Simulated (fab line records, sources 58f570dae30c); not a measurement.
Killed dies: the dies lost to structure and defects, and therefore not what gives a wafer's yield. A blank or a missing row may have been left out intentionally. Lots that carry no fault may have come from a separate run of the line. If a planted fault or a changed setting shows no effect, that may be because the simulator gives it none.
Which of the tools did it? ; flow berkeley_cmos170 ; 14 lots, 42 wafers sampled, at 5 steps of a route of 331

## WHAT THE GAUGES READ, wafer by wafer
UCB170_NSD_CD_MEAS_06: target cd 1200 nm. Usual: cd_nm 1200.2 nm, standard deviation 1.4.
lot;measured;on;cd_nm (nm);flag
L765;day 8 13:52;cd_sem-02;1203.4 1201.6 1202.3;
L766;day 8 14:09;cd_sem-01;1200.1 1197.9 1200.8;
L767;day 8 17:23;cd_sem-01;1198.9 1200.0 1199.3;
L770;day 9 00:51;cd_sem-02;1199.3 1199.8 1199.5;
L771;day 9 16:13;cd_sem-01;1200.9 1201.4 1199.4;
L773;day 9 18:12;cd_sem-02;1199.0 1198.4 1198.9;
L776;day 10 05:47;cd_sem-02;1199.7 1199.9 1200.6;
L775;day 10 06:02;cd_sem-01;1201.2 1199.7 1199.6;
L777;day 10 17:11;cd_sem-01;1199.5 1199.6 1200.3;
L778;day 10 17:29;cd_sem-02;1199.5 1198.0 1198.7;
L779;day 10 17:47;cd_sem-01;1201.4 1202.7 1201.1;
L782;day 10 20:59;cd_sem-01;1198.7 1198.9 1199.4;
L780;day 11 03:42;cd_sem-01;1198.9 1199.8 1199.8;
L786;day 12 11:01;cd_sem-01;1200.6 1200.9 1199.9;

UCB170_SDANNEAL_RS_MEAS_03: uses a four-point probe to measure. Usual: NSD_RS gives 37.24 ohm/sq (standard deviation 0.098).
lot;measured;on;NSD_RS (ohm/sq);flag
L765;day 8 15:30;film_metro-03;37.28 37.25 37.25;
L766;day 8 15:47;film_metro-01;37.09 37.22 37.12;
L767;day 8 19:01;film_metro-03;37.17 37.30 37.16;
L770;day 9 02:28;film_metro-01;37.14 37.23 37.08;
L771;day 9 18:55;film_metro-03;37.09 37.17 37.23;
L773;day 9 20:54;film_metro-03;37.43 37.37 37.32;
L776;day 10 07:28;film_metro-02;37.26 37.29 37.20;
L775;day 10 07:55;film_metro-03;37.26 37.22 37.19;
L777;day 10 18:53;film_metro-03;37.40 37.41 37.32;
L778;day 10 19:26;film_metro-02;37.10 37.18 37.12;
L779;day 10 19:40;film_metro-03;- - -;OFF
L782;day 10 22:53;film_metro-02;37.13 37.27 37.17;
L780;day 11 05:19;film_metro-03;- - -;OFF
L786;day 12 12:37;film_metro-03;37.35 37.31 37.32;

UCB170_SILICIDE_THK_MEAS_03: measures by xrf. Usual: SILICIDE_TI_THK gives 30.2 nm (standard deviation 0.31).
lot;measured;on;SILICIDE_TI_THK (nm);flag
L765;day 8 16:04;film_metro-02;29.9 30.1 29.8;
L766;day 8 16:20;film_metro-04;29.8 30.1 30.0;
L767;day 8 19:34;film_metro-04;30.5 30.3 30.4;
L770;day 9 03:01;film_metro-01;30.1 30.2 30.0;
L771;day 9 19:29;film_metro-02;29.9 29.9 30.0;
L773;day 9 21:29;film_metro-04;31.0 30.9 30.8;
L776;day 10 08:05;film_metro-02;29.9 29.7 29.9;
L775;day 10 08:29;film_metro-04;30.3 30.6 30.7;
L777;day 10 19:28;film_metro-01;30.3 30.6 30.6;
L778;day 10 20:01;film_metro-01;30.1 29.9 30.3;
L779;day 10 20:14;film_metro-02;30.3 30.4 30.1;
L782;day 10 23:27;film_metro-01;30.0 30.4 30.3;
L780;day 11 05:53;film_metro-01;29.8 30.1 30.3;
L786;day 12 13:12;film_metro-01;30.5 30.8 30.6;

## WHAT TOOL EACH LOT RAN ON (gives the tool, then ch and the chambers of the sampled wafers, and finally the start)
lot;UCB170_NSD_IMPLANT_08;UCB170_BACKSIDE_STRIP_03
L765;implanter-02 ch 0, day 8 14:02;plasma_asher-03 ch 0,1, day 8 14:58
L766;implanter-01 ch 0, day 8 14:19;plasma_asher-04 ch 0,1, day 8 15:15
L767;implanter-01 ch 0, day 8 17:34;plasma_asher-03 ch 1, day 8 18:28
L770;implanter-02 ch 0, day 9 01:01;plasma_asher-04 ch 0,1, day 9 01:56
L771;implanter-01 ch 0, day 9 16:23;plasma_asher-04 ch 0,1, day 9 18:23
L773;implanter-04 ch 0, day 9 18:22;plasma_asher-01 ch 0,1, day 9 20:23
L776;implanter-04 ch 0, day 10 05:56;plasma_asher-01 ch 0,1, day 10 06:56
L775;implanter-04 ch 0, day 10 06:11;plasma_asher-01 ch 0,1, day 10 07:23
L777;implanter-01 ch 0, day 10 17:20;plasma_asher-04 ch 0,1, day 10 18:22
L778;implanter-02 ch 0, day 10 17:39;plasma_asher-04 ch 0,1, day 10 18:49
L779;implanter-04 ch 0, day 10 17:57;plasma_asher-01 ch 0,1, day 10 19:04
L782;implanter-01 ch 0, day 10 21:09;plasma_asher-04 ch 0,1, day 10 22:20
L780;implanter-04 ch 0, day 11 03:51;plasma_asher-04 ch 0,1, day 11 04:47
L786;implanter-01 ch 0, day 12 11:10;plasma_asher-03 ch 0,1, day 12 12:06
- UCB170_NSD_IMPLANT_08
- UCB170_BACKSIDE_STRIP_03: strips in O2.

## AS READ BY THE TOOLS THEMSELVES (means over the sampled wafers that have a number; for cases with no such wafer, the mark the record gives instead)
UCB170_NSD_IMPLANT_08. Usual: dose_ions_cm2 3e+15, standard deviation 3.1e+12; tilt_deg 6.998 degrees, standard deviation 0.017.
lot;tool;dose_ions_cm2;tilt_deg (degrees);flag
L765;implanter-02;3e+15;7.002;
L766;implanter-01;3e+15;7.003;
L767;implanter-01;3e+15;6.980;
L770;implanter-02;3e+15;7.009;
L771;implanter-01;3e+15;7.015;
L773;implanter-04;3e+15;6.996;
L776;implanter-04;3e+15;6.992;
L775;implanter-04;3e+15;7.005;
L777;implanter-01;3e+15;7.002;
L778;implanter-02;3e+15;7.006;
L779;implanter-04;3e+15;3.997;OFF
L782;implanter-01;3e+15;7.002;
L780;implanter-04;3e+15;3.970;OFF
L786;implanter-01;3e+15;6.983;

UCB170_BACKSIDE_STRIP_03. Usual: drypump_motor_current_A 5.8 A, standard deviation 0.5; oes_product_au 0.735 a.u., standard deviation 0.0043; strip_time_to_endpoint_s 21.97 s, standard deviation 0.07.
lot;tool;drypump_motor_current_A (A);oes_product_au (a.u.);strip_time_to_endpoint_s (s);flag
L765;plasma_asher-03;6.3;0.730;21.94;
L766;plasma_asher-04;5.4;0.737;21.94;
L767;plasma_asher-03;5.4;0.729;22.05;
L770;plasma_asher-04;5.4;0.732;21.93;
L771;plasma_asher-04;5.6;0.735;22.02;
L773;plasma_asher-01;6.2;0.735;22.02;
L776;plasma_asher-01;6.2;0.731;22.03;
L775;plasma_asher-01;6.2;0.735;21.88;
L777;plasma_asher-04;5.6;0.738;21.89;
L778;plasma_asher-04;5.4;0.734;21.91;
L779;plasma_asher-01;6.2;0.736;22.03;
L782;plasma_asher-04;5.6;0.733;21.93;
L780;plasma_asher-04;5.4;0.735;22.04;
L786;plasma_asher-03;6.3;0.737;21.97;

## THE ANSWER, worked out from the rows above alone
Rule: a lot is off if the mean of its wafers that have a number lies more than 3 standard deviations from the usual mean. A lot without any number at a reading at which 4 lots or more have one is off too. The other lots that the step has rows for count as sound. Order of review: gauges by route order, followed by the tools' own readings, for which a lot's mean as printed above is used. The first step at which some lot is off is used, and at that step the reading that is off furthest; a lot without a number counts as furthest.
Off: at UCB170_SDANNEAL_RS_MEAS_03 (NSD_RS), L779, L780. Without a number there: L779, L780.
If a tool, at a process step before that reading, ran all the lots that are off and no sound lot after the first of them, it fits. Not tried: the gauges at UCB170_SDANNEAL_RS_MEAS_03; whatever is off there is also off at UCB170_NSD_IMPLANT_08, on other tools, and gauge error can't account for it. One candidate fits, namely implanter-04 at UCB170_NSD_IMPLANT_08. A fault onset in the window from L775 (day 10 06:11, its last sound lot) to L779 (day 10 17:57, its first lot off) fits.
The tool's own readings at UCB170_NSD_IMPLANT_08 bear it out: on the lots that are off they differ by more than 5 times the standard deviation of the sound lots' means. tilt_deg reads 3.984 degrees there against 7.000 degrees on the sound lots.

## WHAT THE SIMULATOR HAD PUT IN
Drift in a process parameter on implanter-04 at UCB170_NSD_IMPLANT_08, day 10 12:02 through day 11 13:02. From 7, the setting tilt_deg moved by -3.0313. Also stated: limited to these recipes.
Struck lots among those shown: L779, L780. The rule above reached the same finding.
